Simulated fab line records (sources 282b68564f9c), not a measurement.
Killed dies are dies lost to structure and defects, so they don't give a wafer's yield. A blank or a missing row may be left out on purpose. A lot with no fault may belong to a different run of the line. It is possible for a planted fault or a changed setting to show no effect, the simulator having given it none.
Problem report in the 8D (eight disciplines) form, filled by code -- flow rit cmos -- the parts of the form that need people (team, actions taken, sign-off) are left out

## 1. THE PROBLEM
Wafers without a fault read 1999.9 rpm, standard deviation 1.6; spin speed rpm at RIT_NRETRO_COAT_01 reads a mean of 1905.7 rpm on 6 wafers belonging to 2 lots. That puts it -59 standard deviations away from the usual mean.
The step: resist thk 1300 nm.
First observed at day 5 19:17: wafer L899.4, on litho track-03. At this step, 42 wafers from 14 lots have a number in the record. Rule for "out", or "out of limits": more than 4 standard deviations from the usual mean. The other wafers with a number count as sound.

## 2. WHAT IT IS, AND WHAT IT ISN'T
question,is,is not
which readings at this step,spin speed rpm,-
which lots,"L899, L900","L882, L883, L884, L885, L886, L888, L889, L890, L891, L892, L902, L904"
which wafers of those lots,all that have a number,-
read on which tools,litho track-03,"litho track-01, litho track-02"
when,from day 5 19:17,"up to then (30 sound wafers); but 6 sound wafers of L902, L904 came after"

## 3. THE SUSPECTS, EACH WITH WHAT RULES IT OUT
Counting: a tool at a process step up to the reading stays a suspect if it ran every lot that is out and no sound lot after the first of them.
- litho track-03 at RIT_NRETRO_COAT_01 (resist thk 1300 nm): kept. It ran every lot that is out, first L899 (day 5 19:17), and no sound lot after that; its last sound lot up to then is L891 (day 4 09:41). Its own spin speed rpm readings are out on those wafers.
Left after counting: litho track-03 at RIT_NRETRO_COAT_01.

## 4. THE CAUSE (what the simulator had put in)
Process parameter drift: litho track-03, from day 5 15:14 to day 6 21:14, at RIT_NRETRO_COAT_01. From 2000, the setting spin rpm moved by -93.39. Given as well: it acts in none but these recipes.
The count eliminated every tool but this one.

## 5. THE CHAIN OF EFFECTS, in route order
Each row: a reading whose mean over the struck wafers that have a number lies more than 3 standard deviations from the usual. Readings are gone through only where the record gives a usual standard deviation; hours: the median, over the lots, of the time from a lot's start at the first step in this table giving one to that lot's start at this step; sigmas: the change measured in usual standard deviations.
hours,step,reading,usual,on struck wafers,change,sigmas
0,RIT_NRETRO_COAT_01,spin speed rpm,1999.9 rpm,1905.7,-94.2,-59
The process steps in it:
- RIT_NRETRO_COAT_01: resist thk 1300 nm.

## 6. WHAT WOULD HAVE CAUGHT IT SOONER
First out-of-limits reading in this record: day 5 19:17, which is 4 hours after fault onset at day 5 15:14.
